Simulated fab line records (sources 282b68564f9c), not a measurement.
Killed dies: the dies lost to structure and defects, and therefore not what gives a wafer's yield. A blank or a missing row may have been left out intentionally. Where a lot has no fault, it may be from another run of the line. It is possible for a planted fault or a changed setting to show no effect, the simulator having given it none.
fab line records ; flow rit_cmos
record lots=6; wafers=18; last_day=7
route steps=202 shown ACTIVE@1 FOX1@20 FOX2@23 M1@202
lots that met no fault: from a run of the same line without faults
start_h: hours from the record's opening day to when the first of the lot's shown wafers began ; wait_h: hours since the lot's step before ; " same as the row above ; L1.1+2: several wafers, shown together as one row ; - no value, or no start was given ; * or withheld: withheld ; < > ~ a bound
route shown NAME@n: NAME is a module with steps in the file, n the number in the route of the first one ; usual: mean and standard deviation over wafers with no fault ; same: alike in all rows ; chamber/n: place in a boat ; sites: the reading at each site ; _std_site: standard deviation of those values ; _edge_site: outer sites' mean less inner sites' ; radius_mm: for every site, how far away it sits from the centre of the wafer ; mask NAME#n: copy n ; behind: the most recent tool/chamber to have shaped the wafer ; hold: reason for holding the lot/hours on hold/outcome of the hold ; device: which transistor (n, p or np) failed to switch ; end of line: at the end of the route, the tests of the same wafers ; a step without rows: its recipe alone ; killed: at the first sort, the dies lost to defects and structure; wafer yield is something else ; map: shows each die of a wafer: x if killed, . if not, _ if none is there
set.NAME: the setting that was run; set.NAME@STEP: the one run at that earlier step ; model.NAME: the simulator's own value behind a step, which no gauge read
lots at selected steps of the route; one table per step, one row per wafer
services: from which hour (start_h, from the record's first day; less than 0 if before it) a tool's chamber was out of use, for how many hours, and why
## steps
# step RIT_ACTIVE_BOW_MEAS_00
# recipe mode=bow
# usual INCOMING_BOW=0/6.8
lot.wafer;tool;chamber;start_h;wait_h;INCOMING_BOW[um]
L688.1;film_metro-02;-;20.00;-;-16
L688.5;film_metro-02;-;20.00;-;-3
L688.6;film_metro-02;-;20.00;-;-1
L689.1;film_metro-04;-;25.00;-;-3
L689.2;film_metro-04;-;25.00;-;-3
L689.3;film_metro-04;-;25.00;-;-2
L697.2;film_metro-02;-;65.02;-;-5
L697.3;film_metro-02;-;65.02;-;-14
L697.4;film_metro-02;-;65.02;-;6
L698.2;film_metro-04;-;70.02;-;9
L698.4;film_metro-04;-;70.02;-;-6
L698.5;film_metro-04;-;70.02;-;-3
L701.2;film_metro-04;-;85.02;-;-1
L701.4;film_metro-04;-;85.02;-;-5
L701.6;film_metro-04;-;85.02;-;1
L704.1;film_metro-02;-;100.00;-;-7
L704.2;film_metro-02;-;100.00;-;5
L704.4;film_metro-02;-;100.00;-;-3
# step RIT_ACTIVE_OXIDATION_01
# recipe temp_c=1000; ambient=O2; target_thk_a=468; ox_time_s=3360
# usual spike_tc_centre_C=1001.8/1.1; spike_tc_load_C=1026.2/1; spike_tc_source_C=1025.4/1.8
lot.wafer;tool;chamber;start_h;wait_h;spike_tc_centre_C;spike_tc_load_C;spike_tc_source_C;model.SiO2_of_ACTIVE_OXIDATION_01.thk_nm
L688.1;furnace-03;0;21.16;1.1;1001.1;1027.3;1027.6;47.06
L688.5;furnace-03;0;21.16;1.1;1001.3;1025.1;1028.6;47.44
L688.6;furnace-03;0;21.16;1.1;1001.4;1025.0;1027.4;47.7
L689.1;furnace-04;0;25.12;0.1;1001.6;1025.7;1023.5;45.47
L689.2;furnace-04;0;25.12;0.1;1003.0;1025.6;1022.9;46.11
L689.3;furnace-04;0;25.12;0.1;1001.2;1026.6;1022.3;45.22
L697.2;furnace-04;0;65.19;0.2;1016.4;1039.7;1037.4;51.25
L697.3;furnace-04;0;65.19;0.2;1016.4;1040.2;1037.7;51.79
L697.4;furnace-04;0;65.19;0.2;1014.8;1039.0;1037.0;51.79
L698.2;furnace-04;0;73.84;3.8;1015.7;1041.1;1036.2;51.35
L698.4;furnace-04;0;73.84;3.8;1015.5;1038.9;1037.0;52.55
L698.5;furnace-04;0;73.84;3.8;1016.5;1040.1;1036.8;51.09
L701.2;furnace-03;0;85.99;0.9;1002.3;1026.5;1026.3;46.71
L701.4;furnace-03;0;85.99;0.9;1001.4;1026.7;1026.6;46.86
L701.6;furnace-03;0;85.99;0.9;1000.9;1027.8;1026.6;46.02
L704.1;furnace-03;0;102.39;2.4;1000.7;1025.6;1028.1;47.31
L704.2;furnace-03;0;102.39;2.4;1000.3;1027.1;1027.1;47.59
L704.4;furnace-03;0;102.39;2.4;1001.4;1025.9;1026.3;46.55
# step RIT_ACTIVE_THK_MEAS_02
# recipe reads=SiO2_of_ACTIVE_OXIDATION_01
# usual ACTIVE_OXIDE_THK=46.3/0.83
lot.wafer;tool;chamber;start_h;wait_h;ACTIVE_OXIDE_THK[nm]
L688.1;film_metro-02;-;23.10;0.0;47.1
L688.5;film_metro-02;-;23.10;0.0;47.5
L688.6;film_metro-02;-;23.10;0.0;47.7
L689.1;film_metro-01;-;27.05;0.0;45.5
L689.2;film_metro-01;-;27.05;0.0;46.2
L689.3;film_metro-01;-;27.05;0.0;45.2
L697.2;film_metro-01;-;67.14;0.0;51.2
L697.3;film_metro-01;-;67.14;0.0;51.7
L697.4;film_metro-01;-;67.14;0.0;51.8
L698.2;film_metro-04;-;75.78;0.0;51.3
L698.4;film_metro-04;-;75.78;0.0;52.6
L698.5;film_metro-04;-;75.78;0.0;51.1
L701.2;film_metro-02;-;87.93;0.0;46.7
L701.4;film_metro-02;-;87.93;0.0;46.9
L701.6;film_metro-02;-;87.93;0.0;46.1
L704.1;film_metro-02;-;104.33;0.0;47.3
L704.2;film_metro-02;-;104.33;0.0;47.6
L704.4;film_metro-02;-;104.33;0.0;46.5
# step RIT_ACTIVE_CVD_03
# recipe material=Si3N4; target_thk_nm=150; temp_c=810; precursor=SiH2Cl2/NH3; time_s=1500; pressure_mtorr=300; sih2cl2_flow_sccm=60; nh3_flow_sccm=150
# step RIT_ACTIVE_THK_MEAS_04
# recipe reads=Si3N4_of_ACTIVE_CVD_03
# usual ACTIVE_NITRIDE_THK=149.8/1.3
lot.wafer;tool;chamber;start_h;wait_h;ACTIVE_NITRIDE_THK[nm]
L688.1;film_metro-01;-;24.57;0.0;150.3
L688.5;film_metro-01;-;24.57;0.0;149.4
L688.6;film_metro-01;-;24.57;0.0;149.7
L689.1;film_metro-04;-;28.53;0.0;149.2
L689.2;film_metro-04;-;28.53;0.0;150.3
L689.3;film_metro-04;-;28.53;0.0;149.9
L697.2;film_metro-04;-;68.99;0.0;149.5
L697.3;film_metro-04;-;68.99;0.0;149.6
L697.4;film_metro-04;-;68.99;0.0;149.8
L698.2;film_metro-01;-;77.26;0.0;149.5
L698.4;film_metro-01;-;77.26;0.0;150.7
L698.5;film_metro-01;-;77.26;0.0;150.4
L701.2;film_metro-01;-;89.41;0.0;151.1
L701.4;film_metro-01;-;89.41;0.0;151.2
L701.6;film_metro-01;-;89.41;0.0;151.5
L704.1;film_metro-04;-;106.51;0.0;148.2
L704.2;film_metro-04;-;106.51;0.0;146.2
L704.4;film_metro-04;-;106.51;0.0;148.3
# step RIT_ACTIVE_HMDS_05
# recipe prime_time_s=60; prime_temp_c=140
# step RIT_ACTIVE_COAT_06
# recipe resist=NOVOLAK; spin_rpm=3250; resist_thk_nm=1000
# step RIT_ACTIVE_SOFTBAKE_07
# recipe resist=NOVOLAK; temp_c=90; time_s=60
# step RIT_ACTIVE_EXPOSE_08
# recipe mask_id=M1; na=0.6; source_shape=conventional; sigma_outer=0.6; target_cd_nm=1400; dose_mj=225
# step RIT_ACTIVE_PEB_09
# recipe resist=NOVOLAK; temp_c=withheld; time_s=withheld
# step RIT_ACTIVE_DEVELOP_10
# recipe resist=NOVOLAK; develop_time_s=50; dev_temp_c=22.29
# step RIT_ACTIVE_CD_MEAS_11
# recipe target_cd_nm=1400
# usual cd_nm=1400.7/2.2
lot.wafer;tool;chamber;start_h;wait_h;cd_nm
L688.1;cd_sem-02;-;25.48;-;1399.0
L688.5;cd_sem-02;-;25.48;-;1401.1
L688.6;cd_sem-02;-;25.48;-;1398.7
L689.1;cd_sem-01;-;29.56;-;1405.4
L689.2;cd_sem-01;-;29.56;-;1405.4
L689.3;cd_sem-01;-;29.56;-;1403.7
L697.2;cd_sem-01;-;69.91;-;1397.6
L697.3;cd_sem-01;-;69.91;-;1397.3
L697.4;cd_sem-01;-;69.91;-;1399.5
L698.2;cd_sem-02;-;78.18;-;1398.3
L698.4;cd_sem-02;-;78.18;-;1397.9
L698.5;cd_sem-02;-;78.18;-;1397.7
L701.2;cd_sem-02;-;90.45;-;1400.8
L701.4;cd_sem-02;-;90.45;-;1400.2
L701.6;cd_sem-02;-;90.45;-;1402.3
L704.1;cd_sem-02;-;107.42;-;1402.0
L704.2;cd_sem-02;-;107.42;-;1402.1
L704.4;cd_sem-02;-;107.42;-;1398.9
# step RIT_ACTIVE_HARDBAKE_12
# recipe resist=NOVOLAK; temp_c=140; time_s=60
# step RIT_ACTIVE_ETCH_13
# recipe stop_on=SiO2; chemistry=SF6; target=Si3N4; time_s=205.4; over_etch_frac=0.4; SF6_flow_sccm=200; pressure_mtorr=260; rf_w=125; target_depth_a=2100
# usual drypump_motor_current_A=5.8/0.39; oes_product_au=0.827/0.012; throttle_valve_pct=7.47/0.11
lot.wafer;tool;chamber;start_h;wait_h;drypump_motor_current_A;oes_product_au;rf_hours_counter_h;throttle_valve_pct
L688.1;rie_diel-01;1;25.75;0.1;5.9;0.821;10;7.31
L688.5;rie_diel-01;2;25.75;0.1;5.7;0.815;-;7.58
L688.6;rie_diel-01;3;25.75;0.1;5.8;0.816;-;7.63
L689.1;rie_diel-01;1;29.83;0.1;5.9;0.812;10;7.29
L689.2;rie_diel-01;3;29.83;0.1;5.8;0.824;122;7.65
L689.3;rie_diel-01;2;29.83;0.1;5.7;0.817;171;7.58
L697.2;rie_diel-03;2;70.16;0.1;6.3;0.818;0;7.51
L697.3;rie_diel-03;3;70.16;0.1;6.0;0.827;109;7.41
L697.4;rie_diel-03;0;70.16;0.1;6.2;0.845;110;7.47
L698.2;rie_diel-03;3;78.43;0.1;6.0;0.831;109;7.40
L698.4;rie_diel-03;2;78.43;0.1;6.3;0.817;0;7.52
L698.5;rie_diel-03;1;78.43;0.1;5.7;0.823;-;7.46
L701.2;rie_diel-01;3;90.70;0.1;5.8;0.817;123;7.64
L701.4;rie_diel-01;1;90.70;0.1;5.9;0.820;-;7.30
L701.6;rie_diel-01;0;90.70;0.1;5.0;0.852;-;7.53
L704.1;rie_diel-01;2;107.69;0.1;5.7;0.823;0;7.59
L704.2;rie_diel-01;0;107.69;0.1;5.0;0.834;58;7.53
L704.4;rie_diel-01;1;107.69;0.1;5.9;0.808;12;7.31
# step RIT_ACTIVE_STRIP_14
# recipe chemistry=O2; time_s=180; resist=NOVOLAK; platen_temp_c=withheld; power_w=500; pressure_mtorr=4000; o2_flow_sccm=4000
# usual drypump_motor_current_A=5.5/0.39
lot.wafer;tool;chamber;start_h;wait_h;drypump_motor_current_A;rf_hours_counter_h
L688.1;plasma_asher-01;1;25.89;0.1;5.5;40
L688.5;plasma_asher-01;1;25.89;0.1;5.5;-
L688.6;plasma_asher-01;0;25.89;0.1;5.8;-
L689.1;plasma_asher-01;1;29.96;0.1;5.5;40
L689.2;plasma_asher-01;0;29.96;0.1;5.8;40
L689.3;plasma_asher-01;0;29.96;0.1;5.8;-
L697.2;plasma_asher-01;0;70.29;0.1;5.8;45
L697.3;plasma_asher-01;1;70.29;0.1;5.5;-
L697.4;plasma_asher-01;0;70.29;0.1;5.8;-
L698.2;plasma_asher-04;0;78.56;0.1;5.2;40
L698.4;plasma_asher-04;0;78.56;0.1;5.3;-
L698.5;plasma_asher-04;0;78.56;0.1;5.3;-
L701.2;plasma_asher-04;0;90.84;0.1;5.3;41
L701.4;plasma_asher-04;0;90.84;0.1;5.3;-
L701.6;plasma_asher-04;0;90.84;0.1;5.3;-
L704.1;plasma_asher-01;0;107.83;0.1;5.8;49
L704.2;plasma_asher-01;1;107.83;0.1;5.5;49
L704.4;plasma_asher-01;0;107.83;0.1;5.8;-
# step RIT_ACTIVE_CD_MEAS_90
# recipe target_cd_nm=1400
# usual cd_nm=1400.7/2.3
lot.wafer;tool;chamber;start_h;wait_h;cd_nm
L688.1;cd_sem-02;-;26.06;0.1;1398.4
L688.5;cd_sem-02;-;26.06;0.1;1401.1
L688.6;cd_sem-02;-;26.06;0.1;1399.1
L689.1;cd_sem-01;-;30.14;0.1;1405.1
L689.2;cd_sem-01;-;30.14;0.1;1405.7
L689.3;cd_sem-01;-;30.14;0.1;1403.5
L697.2;cd_sem-02;-;70.49;0.1;1397.4
L697.3;cd_sem-02;-;70.49;0.1;1397.0
L697.4;cd_sem-02;-;70.49;0.1;1399.1
L698.2;cd_sem-01;-;78.76;0.1;1398.0
L698.4;cd_sem-01;-;78.76;0.1;1398.4
L698.5;cd_sem-01;-;78.76;0.1;1397.7
L701.2;cd_sem-02;-;91.03;0.1;1401.5
L701.4;cd_sem-02;-;91.03;0.1;1400.3
L701.6;cd_sem-02;-;91.03;0.1;1402.0
L704.1;cd_sem-01;-;108.00;0.1;1402.3
L704.2;cd_sem-01;-;108.00;0.1;1403.1
L704.4;cd_sem-01;-;108.00;0.1;1399.6
# step RIT_ACTIVE_CLEAN_15
# recipe chemistry=SC1; mix=3:3:50; time_s=600; temp_c=75
# step RIT_ACTIVE_CLEAN_16
# recipe chemistry=dHF; dilution=50:1; time_s=30
# step RIT_ACTIVE_CLEAN_17
# recipe chemistry=SC2; mix=3:3:50; time_s=600; temp_c=75; dry=n2_spin
# step RIT_FOX1_OXIDATION_00
# recipe temp_c=1100; ambient=H2O; target_thk_a=3507; p_h2o_torr=720; ox_time_s=1130
# step RIT_FOX1_THK_MEAS_01
# recipe reads=SiO2_of_FOX1_OXIDATION_00
# usual FOX1_OXIDE_THK=345/5.8
lot.wafer;tool;chamber;start_h;wait_h;FOX1_OXIDE_THK[nm]
L688.1;film_metro-02;-;27.86;0.0;341
L688.5;film_metro-02;-;27.86;0.0;338
L688.6;film_metro-02;-;27.86;0.0;332
L689.1;film_metro-04;-;34.16;0.0;349
L689.2;film_metro-04;-;34.16;0.0;346
L689.3;film_metro-04;-;34.16;0.0;348
L697.2;film_metro-02;-;77.09;0.0;333
L697.3;film_metro-02;-;77.09;0.0;332
L697.4;film_metro-02;-;77.09;0.0;339
L698.2;film_metro-04;-;81.63;0.0;345
L698.4;film_metro-04;-;81.63;0.0;341
L698.5;film_metro-04;-;81.63;0.0;348
L701.2;film_metro-02;-;97.47;0.0;338
L701.4;film_metro-02;-;97.47;0.0;335
L701.6;film_metro-02;-;97.47;0.0;342
L704.1;film_metro-02;-;115.05;0.0;353
L704.2;film_metro-02;-;115.05;0.0;348
L704.4;film_metro-02;-;115.05;0.0;346
# step RIT_FOX1_WET_ETCH_02
# recipe chemistry=BOE; target_depth_nm=350; time_s=390; temp_c=21.5; dry=n2_spin; dilution=10:1; target=SiO2
# step RIT_FOX2_OXIDATION_00
# recipe temp_c=1100; ambient=H2O; target_thk_a=3507; p_h2o_torr=720; ox_time_s=1130
# step RIT_FOX2_THK_MEAS_01
# recipe reads=SiO2_of_FOX2_OXIDATION_00
# usual FOX2_OXIDE_THK=345/6.2
lot.wafer;tool;chamber;start_h;wait_h;FOX2_OXIDE_THK[nm]
L688.1;film_metro-01;-;30.92;0.0;348
L688.5;film_metro-01;-;30.92;0.0;348
L688.6;film_metro-01;-;30.92;0.0;352
L689.1;film_metro-02;-;35.66;0.0;336
L689.2;film_metro-02;-;35.66;0.0;338
L689.3;film_metro-02;-;35.66;0.0;337
L697.2;film_metro-01;-;80.32;0.0;344
L697.3;film_metro-01;-;80.32;0.0;342
L697.4;film_metro-01;-;80.32;0.0;343
L698.2;film_metro-01;-;83.62;0.0;328
L698.4;film_metro-01;-;83.62;0.0;336
L698.5;film_metro-01;-;83.62;0.0;329
L701.2;film_metro-01;-;100.84;0.0;344
L701.4;film_metro-01;-;100.84;0.0;345
L701.6;film_metro-01;-;100.84;0.0;343
L704.1;film_metro-01;-;123.69;0.0;353
L704.2;film_metro-01;-;123.69;0.0;348
L704.4;film_metro-01;-;123.69;0.0;349
# step RIT_FOX2_CLEAN_02
# recipe chemistry=dHF; dilution=50:1; time_s=180
# step RIT_FOX2_WET_ETCH_03
# recipe chemistry=H3PO4; target=Si3N4; target_depth_nm=195; temp_c=165; time_s=2700
lot.wafer;tool;chamber;start_h;wait_h;model.SiO2_of_ACTIVE_OXIDATION_01.thk_nm
L688.1;wet_bench-04;1;31.04;0.0;41.64
L688.5;wet_bench-04;1;31.04;0.0;41.98
L688.6;wet_bench-04;1;31.04;0.0;42.21
L689.1;wet_bench-01;0;35.78;0.0;40.4
L689.2;wet_bench-01;0;35.78;0.0;40.97
L689.3;wet_bench-01;0;35.78;0.0;40.16
L697.2;wet_bench-01;1;80.43;0.0;45.28
L697.3;wet_bench-01;1;80.43;0.0;46.25
L697.4;wet_bench-01;1;80.43;0.0;46.22
L698.2;wet_bench-02;3;83.73;0.0;45.81
L698.4;wet_bench-02;3;83.73;0.0;46.43
L698.5;wet_bench-02;3;83.73;0.0;45.6
L701.2;wet_bench-01;1;100.95;0.0;41.46
L701.4;wet_bench-01;1;100.95;0.0;41.59
L701.6;wet_bench-01;1;100.95;0.0;40.87
L704.1;wet_bench-01;0;123.80;0.0;41.8
L704.2;wet_bench-01;0;123.80;0.0;42.03
L704.4;wet_bench-01;0;123.80;0.0;41.09
# step RIT_FOX2_THK_MEAS_90
# recipe reads=SiO2_of_FOX2_OXIDATION_00
# usual FIELD_OXIDE_LEFT_1_THK=318/6.2
lot.wafer;tool;chamber;start_h;wait_h;FIELD_OXIDE_LEFT_1_THK[nm]
L688.1;film_metro-01;-;31.79;0.0;320
L688.5;film_metro-01;-;31.79;0.0;320
L688.6;film_metro-01;-;31.79;0.0;324
L689.1;film_metro-03;-;36.54;0.0;309
L689.2;film_metro-03;-;36.54;0.0;311
L689.3;film_metro-03;-;36.54;0.0;310
L697.2;film_metro-02;-;81.20;0.0;316
L697.3;film_metro-02;-;81.20;0.0;315
L697.4;film_metro-02;-;81.20;0.0;316
L698.2;film_metro-02;-;84.49;0.0;301
L698.4;film_metro-02;-;84.49;0.0;308
L698.5;film_metro-02;-;84.49;0.0;302
L701.2;film_metro-01;-;101.76;0.0;316
L701.4;film_metro-01;-;101.76;0.0;318
L701.6;film_metro-01;-;101.76;0.0;316
L704.1;film_metro-03;-;124.56;0.0;325
L704.2;film_metro-03;-;124.56;0.0;320
L704.4;film_metro-03;-;124.56;0.0;322
# step RIT_M1_PROBE_99
# usual killed_at_M0_to_M3=0.0/0.12; killed_at_contacts=0.1/0.23; killed_at_front_end=6.6/2.9; killed_dies=6.7/3; killed_open=3.5/2.1; killed_short=3.2/1.8
# same gross_dies=264; killed_at_M4_up=0; killed_at_back_side=0; killed_at_other=0
lot.wafer;tool;chamber;start_h;wait_h;killed_at_M0_to_M3;killed_at_contacts;killed_at_front_end;killed_dies;killed_open;killed_short;model.etest.pldd.width_nm;model.etest.nldd.width_nm;model.etest.pplus_sal.width_nm;model.etest.nplus_sal.width_nm;model.etest.nmos_narrow.drive_ua_um;model.etest.pmos_narrow.drive_ua_um
L688.1;prober-02;-;72.56;0.1;0;0;4;4;4;0;3175;3195;3467;3441;229.1;100.8
L688.5;prober-02;-;72.76;0.2;0;1;4;5;2;3;3174;3177;3484;3452;237.6;104.7
L688.6;prober-02;-;72.81;0.2;0;0;4;4;3;1;3189;3191;3462;3473;231.3;102.4
L689.1;prober-01;-;74.73;0.1;0;0;3;3;1;2;3209;3223;3480;3476;240.5;105.4
L689.2;prober-01;-;74.78;0.1;0;0;7;7;4;3;3223;3212;3455;3446;240.7;106.9
L689.3;prober-01;-;74.83;0.2;0;0;4;4;2;2;3229;3210;3488;3480;247.6;110.8
L697.2;prober-01;-;126.90;0.1;0;0;4;4;1;3;3152;3154;3438;3435;215.5;100.3
L697.3;prober-01;-;126.95;0.2;0;0;8;8;4;4;3148;3150;3437;3434;211.4;101.4
L697.4;prober-01;-;127.00;0.2;1;0;6;7;4;3;3143;3128;3436;3424;209.8;98.64
L698.2;prober-02;-;138.10;0.1;0;0;5;5;3;2;3163;3156;3451;3425;224.9;100.2
L698.4;prober-02;-;138.20;0.2;0;0;2;2;0;2;3137;3155;3426;3412;206.5;95.05
L698.5;prober-02;-;138.25;0.2;0;0;6;6;4;2;3158;3143;3425;3424;216.6;97.59
L701.2;prober-02;-;148.73;0.1;0;0;7;7;6;1;3199;3218;3468;3464;231.7;106.5
L701.4;prober-02;-;148.83;0.2;0;0;7;7;3;4;3214;3199;3479;3476;229.6;104.6
L701.6;prober-02;-;148.93;0.2;0;0;6;6;4;2;3216;3197;3465;3488;226.2;102.2
L704.1;prober-02;-;172.66;0.1;0;0;11;11;8;3;3160;3189;3460;3428;226.2;103.5
L704.2;prober-02;-;172.71;0.1;0;0;10;10;6;4;3185;3194;3462;3453;223.7;99.86
L704.4;prober-02;-;172.81;0.2;0;0;14;14;8;6;3188;3198;3430;3434;231.3;103.9
# killed by level:class
L688.1 FOX1:geometric_particle:open=2 FOX2:geometric_particle:open=1 SPACER:geometric_particle:open=1
L688.5 GATE:geometric_particle:open=2 FOX1:geometric_particle:short=1 GATE:geometric_particle:short=1 CONTACT:geometric_particle:short=1
L688.6 FOX2:geometric_particle:open=1 GATE:geometric_particle:short=1 REOX:geometric_particle:open=1 SPACER:geometric_particle:open=1
L689.1 GATE:geometric_particle:short=1 GATE:geometric_particle:open=1 SILICIDE:geometric_particle:short=1
L689.2 SILICIDE:geometric_particle:open=3 SILICIDE:geometric_particle:short=2 GATE:geometric_particle:open=1 SPACER:geometric_particle:short=1
L689.3 FOX1:geometric_particle:short=1 FOX1:geometric_particle:open=1 SILICIDE:geometric_particle:short=1 SILICIDE:geometric_particle:open=1
L697.2 GATE:geometric_particle:short=3 GATE:geometric_particle:open=1
L697.3 GATE:geometric_particle:open=2 REOX:geometric_particle:open=2 FOX2:geometric_particle:short=1 GATE:geometric_particle:short=1 REOX:geometric_particle:short=1 SILICIDE:geometric_particle:short=1
L697.4 GATE:geometric_particle:open=3 FOX2:geometric_particle:short=1 GATE:geometric_particle:short=1 REOX:geometric_particle:open=1 M1:geometric_particle:short=1
L698.2 GATE:geometric_particle:open=1 GATE:geometric_particle:short=1 REOX:geometric_particle:open=1 SPACER:geometric_particle:short=1 SILICIDE:geometric_particle:open=1
L698.4 GATE:geometric_particle:short=1 SPACER:geometric_particle:short=1
L698.5 FOX1:geometric_particle:open=2 SPACER:geometric_particle:short=2 ACTIVE:geometric_particle:open=1 SPACER:geometric_particle:open=1
L701.2 SPACER:geometric_particle:open=3 FOX2:geometric_particle:open=2 FOX2:geometric_particle:short=1 SILICIDE:geometric_particle:open=1
L701.4 GATE:geometric_particle:short=2 GATE:geometric_particle:open=2 FOX1:geometric_particle:short=1 SPACER:geometric_particle:open=1 SILICIDE:geometric_particle:short=1
L701.6 FOX1:geometric_particle:short=2 GATE:geometric_particle:open=2 REOX:geometric_particle:open=1 SILICIDE:geometric_particle:open=1
L704.1 REOX:geometric_particle:open=4 FOX1:geometric_particle:short=1 FOX1:geometric_particle:open=1 GATE:geometric_particle:short=1 GATE:geometric_particle:open=1 REOX:geometric_particle:short=1 SPACER:geometric_particle:open=1 SILICIDE:geometric_particle:open=1
L704.2 REOX:geometric_particle:open=3 REOX:geometric_particle:short=2 SPACER:geometric_particle:open=2 GATE:geometric_particle:short=1 SILICIDE:geometric_particle:open=1 SILICIDE:geometric_particle:short=1
L704.4 GATE:geometric_particle:short=4 SILICIDE:geometric_particle:open=3 GATE:geometric_particle:open=2 SILICIDE:geometric_particle:short=2 FOX1:geometric_particle:open=1 REOX:geometric_particle:open=1 SPACER:geometric_particle:open=1
## services
tool;chamber;start_h;hours;kind
rie_diel-01;2;-0.71;11.6;repair
rie_diel-03;2;-0.41;13.5;repair
wet_bench-02;-;5.70;4.0;repair
rie_diel-03;2;51.93;-;clean
rie_diel-03;2;51.93;17.4;scheduled_down
rie_diel-03;2;51.93;17.4;vent_cycle
furnace-04;-;56.27;3.0;pm
rie_diel-01;2;64.04;10.2;repair
rie_diel-01;2;74.24;-;clean
rie_diel-01;2;74.24;33.3;scheduled_down
rie_diel-01;2;74.24;33.3;vent_cycle
rie_diel-03;2;81.55;8.1;repair
rie_diel-03;1;104.77;2.6;repair
plasma_asher-01;-;108.75;9.0;pm
plasma_asher-01;0;108.75;9.0;vent_cycle
plasma_asher-01;1;108.75;9.0;vent_cycle
furnace-03;-;115.05;3.4;pm
plasma_asher-01;0;117.75;-;clean
plasma_asher-01;1;117.75;-;clean
## key
first_sign step=RIT_ACTIVE_OXIDATION_01; reading=spike_tc_load_C; direction=up; sigmas=13; usual=1026.2; struck=1039.8
effect step=RIT_ACTIVE_OXIDATION_01; reading=spike_tc_centre_C; direction=up; sigmas=12; usual=1001.8; struck=1015.9
effect step=RIT_ACTIVE_THK_MEAS_02; reading=ACTIVE_OXIDE_THK; direction=up; sigmas=6.5; usual=46.3; struck=51.6
model_effect step=RIT_ACTIVE_OXIDATION_01; value=SiO2_of_ACTIVE_OXIDATION_01.thk_nm; without=45.39; struck=51.64
model_effect step=RIT_FOX2_WET_ETCH_03; value=SiO2_of_ACTIVE_OXIDATION_01.thk_nm; without=40.36; struck=45.93
model_effect step=RIT_M1_PROBE_99; value=etest.pldd.width_nm; without=3213; struck=3150
met_at RIT_ACTIVE_OXIDATION_01
struck_wafers L697.2,L697.3,L697.4,L698.2,L698.4,L698.5
tester_left_out L697,L698
onset_between 25.12 65.19
fault kind=process_parameter_drift; tool=furnace-04; chamber=-; onset_h=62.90; steps=RIT_ACTIVE_OXIDATION_01; channel=temp_c; offset=*; shape=step; end_h=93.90; acts_in=*; stated=*
# tester_left_out: of these lots the tester's yield and bins aren't shown, on N5 and GAA mostly nor the transistor test; their killed dies are dies lost to structure and defects alone, not to doping, threshold or leakage, so they don't give the yield
